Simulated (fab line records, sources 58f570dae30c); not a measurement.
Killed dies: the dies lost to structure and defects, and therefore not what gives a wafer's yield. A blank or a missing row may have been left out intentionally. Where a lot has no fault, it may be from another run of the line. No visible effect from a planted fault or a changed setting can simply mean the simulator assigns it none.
Which of the tools did it? :: flow berkeleyCmos170 :: 15 lots with 45 wafers sampled at 2 steps, on a route of 331 steps

WHAT THE GAUGES READ, wafer by wafer
UCB170_ACTIVE_CD_MEAS_13: the cd target is 1200 nm. Usual: cdNm at 1200.4 nm, with a standard deviation of 1.3.
lot: L340
measured: day 4 06:05
on: cdSem-01
cdNm (nm): 1199.0 1198.9 1200.1
flag: 

lot: L343
measured: day 4 18:01
on: cdSem-01
cdNm (nm): 1200.5 1200.2 1199.8
flag: 

lot: L345
measured: day 5 11:01
on: cdSem-02
cdNm (nm): 1201.7 1199.9 1200.3
flag: 

lot: L348
measured: day 6 00:55
on: cdSem-01
cdNm (nm): 1201.2 1200.7 1199.4
flag: 

lot: L350
measured: day 6 05:53
on: cdSem-02
cdNm (nm): 1201.9 1201.7 1202.5
flag: 

lot: L352
measured: day 6 13:00
on: cdSem-01
cdNm (nm): 1199.0 1201.5 1200.7
flag: 

lot: L351
measured: day 6 13:06
on: cdSem-01
cdNm (nm): 1200.2 1200.3 1200.2
flag: 

lot: L353
measured: day 7 02:02
on: cdSem-01
cdNm (nm): 1203.1 1201.2 1201.2
flag: 

lot: L355
measured: day 7 11:41
on: cdSem-01
cdNm (nm): 1202.7 1202.1 1202.5
flag: 

lot: L356
measured: day 7 11:54
on: cdSem-01
cdNm (nm): 1200.3 1199.1 1199.8
flag: 

lot: L354
measured: day 7 12:23
on: cdSem-01
cdNm (nm): 1201.4 1202.4 1201.9
flag: 

lot: L360
measured: day 8 02:05
on: cdSem-01
cdNm (nm): 1198.5 1199.3 1197.7
flag: 

lot: L361
measured: day 8 11:58
on: cdSem-01
cdNm (nm): 1201.5 1201.7 1202.4
flag: 

lot: L362
measured: day 8 12:16
on: cdSem-01
cdNm (nm): 1201.1 1201.5 1201.1
flag: 

lot: L363
measured: day 8 22:39
on: cdSem-02
cdNm (nm): 1198.1 1199.5 1198.9
flag: 

UCB170_PFIELD_TW_MEAS_09. Usual: PFIELD_TW gives 603 (standard deviation 5.9).
lot: L340
measured: day 4 08:05
on: filmMetro-01
PFIELD_TW: 595 592 595
flag: 

lot: L343
measured: day 4 23:26
on: filmMetro-02
PFIELD_TW: 603 601 605
flag: 

lot: L345
measured: day 5 14:25
on: filmMetro-04
PFIELD_TW: 608 607 607
flag: 

lot: L348
measured: day 6 03:20
on: filmMetro-04
PFIELD_TW: 606 600 599
flag: 

lot: L350
measured: day 6 10:46
on: filmMetro-01
PFIELD_TW: 592 596 592
flag: 

lot: L352
measured: day 6 15:52
on: filmMetro-02
PFIELD_TW: 605 605 604
flag: 

lot: L351
measured: day 6 15:58
on: filmMetro-02
PFIELD_TW: 602 605 606
flag: 

lot: L353
measured: day 7 04:32
on: filmMetro-04
PFIELD_TW: 610 611 611
flag: 

lot: L355
measured: day 7 16:25
on: filmMetro-02
PFIELD_TW: 603 602 605
flag: 

lot: L356
measured: day 7 16:42
on: filmMetro-04
PFIELD_TW: 614 612 614
flag: 

lot: L354
measured: day 7 16:59
on: filmMetro-02
PFIELD_TW: 601 603 601
flag: 

lot: L360
measured: day 8 04:22
on: filmMetro-02
PFIELD_TW: 602 603 604
flag: 

lot: L361
measured: day 8 13:46
on: filmMetro-04
PFIELD_TW: 609 607 609
flag: 

lot: L362
measured: day 8 14:08
on: filmMetro-01
PFIELD_TW: 590 590 593
flag: 

lot: L363
measured: day 9 03:32
on: filmMetro-04
PFIELD_TW: 610 610 611
flag: 

TOOL THAT RAN EACH LOT (tool first, then ch and the chambers of the sampled wafers, then the start)
No process step before these readings appears in the record.

WHAT THE TOOLS THEMSELVES READ (means of the sampled wafers that have a number; where no wafer has one, the mark that the record gives instead)
The record holds no such reading with a usual standard deviation.

THE ANSWER, worked out from the rows above alone
Rule: take the mean of a lot's wafers that have a number; if it is more than 3 standard deviations from the usual mean, the lot is off. Also off: a lot with no number at a reading for which 4 or more lots have one. Any other lot the step has rows for is counted as sound. The gauges are gone through in route order, then the tools' own readings, and for those a lot's mean is taken as printed above. The first step at which some lot is off is used, and at that step the reading that is off furthest; a lot without a number counts as furthest.
Nothing can be told from this: no lot is off at any reading shown.

WHAT THE SIMULATOR HAD INSERTED
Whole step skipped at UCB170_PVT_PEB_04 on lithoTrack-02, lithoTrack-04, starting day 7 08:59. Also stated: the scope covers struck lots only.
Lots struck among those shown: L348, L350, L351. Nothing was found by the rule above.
